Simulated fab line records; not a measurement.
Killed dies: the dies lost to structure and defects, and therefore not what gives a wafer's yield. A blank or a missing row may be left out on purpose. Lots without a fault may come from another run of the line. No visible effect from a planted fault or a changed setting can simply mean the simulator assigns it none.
Which tool is to blame? | flow berkeley-cmos170 | 14 lots with 42 wafers sampled at 2 steps, on a route of 331 steps

## WHAT THE GAUGES SHOWED, per wafer
UCB170_V1_THK_MEAS_04.
lot  | measured     | on            | V1_POLISHED_THK (nm)
L456 | day 8 04:12  | film-metro-01 | 1000.1 1000.2 999.8
L457 | day 8 15:56  | film-metro-01 | 996.3 998.3 996.9
L462 | day 9 11:21  | film-metro-01 | 998.2 1000.8 997.8
L463 | day 9 21:35  | film-metro-01 | 999.9 1000.1 1000.1
L465 | day 10 01:52 | film-metro-02 | 1002.3 999.4 1002.7
L464 | day 10 01:57 | film-metro-04 | 999.0 997.0 998.0
L466 | day 10 02:11 | film-metro-01 | 1000.6 998.1 1000.2
L468 | day 10 02:16 | film-metro-02 | 998.0 998.6 996.7
L472 | day 11 17:20 | film-metro-02 | 1329.3 1347.0 1346.2
L473 | day 11 20:01 | film-metro-02 | 1341.6 1346.3 1349.6
L476 | day 12 07:41 | film-metro-02 | 998.0 997.3 997.4
L477 | day 12 09:18 | film-metro-04 | 1001.1 1000.5 999.8
L478 | day 12 10:20 | film-metro-01 | 999.9 1000.6 1000.8
L479 | day 13 11:34 | film-metro-01 | 998.6 999.3 1000.5

## WHAT TOOL EACH LOT RAN ON (gives the tool, then ch and the chambers of the sampled wafers, and finally the start)
lot  | UCB170_V1_CMP_02
L456 | cmp-02 ch 0,2,3, day 8 03:49
L457 | cmp-01 ch 0,3, day 8 15:29
L462 | cmp-02 ch 1,3, day 9 10:49
L463 | cmp-02 ch 0,1,2, day 9 21:09
L465 | cmp-02 ch 1,2,3, day 10 01:33
L464 | cmp-01 ch 1,2,3, day 10 01:41
L466 | cmp-02 ch 0,1,3, day 10 01:45
L468 | cmp-01 ch 0,2,3, day 10 01:50
L472 | cmp-01 ch 0,1,3, day 11 17:01
L473 | cmp-01 ch 2,3, day 11 19:35
L476 | cmp-02 ch 0,1, day 12 07:15
L477 | cmp-02 ch 1,2, day 12 08:53
L478 | cmp-02 ch 0,2,3, day 12 09:58
L479 | cmp-02 ch 0,2,3, day 13 11:08
- UCB170_V1_CMP_02: polishes SiO2.

## AS READ BY THE TOOLS THEMSELVES (means over the sampled wafers that have a number; for cases with no such wafer, the mark the record gives instead)
UCB170_V1_CMP_02.
lot  | tool   | head-pressure-psi (psi) | motor-current-A (A)
L456 | cmp-02 | 5.994                   | 16.4
L457 | cmp-01 | 6.005                   | 16.6
L462 | cmp-02 | 5.991                   | 15.4
L463 | cmp-02 | 6.017                   | 17.1
L465 | cmp-02 | 5.999                   | 16.0
L464 | cmp-01 | 6.020                   | 15.4
L466 | cmp-02 | 6.016                   | 16.1
L468 | cmp-01 | 5.994                   | 16.5
L472 | cmp-01 | 6.010                   | 15.1
L473 | cmp-01 | 6.004                   | 17.0
L476 | cmp-02 | 6.004                   | 16.7
L477 | cmp-02 | 5.995                   | 16.4
L478 | cmp-02 | 5.992                   | 15.9
L479 | cmp-02 | 6.008                   | 15.6

## THE ANSWER, worked out from the rows above alone
Rule: usual is defined by the lots themselves. The widest of any qualifying gaps counts: lots, ordered by their means at a reading, are off when they make up no more than a third of the lots, leave a main group of 4 or more, and stand apart from it by 3 or more times the standard deviation of that group's means. Not used: any main group whose means are identical at the precision the tables above print for the reading. Also off: a lot with no number at a reading for which 4 or more lots have one. All remaining lots with rows at the step are treated as sound. The gauges are gone through in route order, then the tools' own readings, and for those a lot's mean is taken as printed above. At the first step where some lot is off, the reading lying furthest off is the one used; lots without a number count as furthest.
Off: L472, L473, at UCB170_V1_THK_MEAS_04 (V1_POLISHED_THK). Mean 999.2 nm and standard deviation 1.3 in the main group.
If a tool, at a process step before that reading, ran all the lots that are off and no sound lot after the first of them, it fits. Gauges at UCB170_V1_THK_MEAS_04: tried the same way as those tools. One candidate fits, namely cmp-01 at UCB170_V1_CMP_02. Its last sound lot is L468 (day 10 01:50), its first lot that is off L472 (day 11 17:01): a fault that began between those two fits.

## WHAT THE SIMULATOR HAD PUT IN
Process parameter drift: cmp-01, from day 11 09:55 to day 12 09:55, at UCB170_V1_CMP_02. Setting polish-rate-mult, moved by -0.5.
Shown lots that were struck: L472, L473. The rule given above showed the same thing.
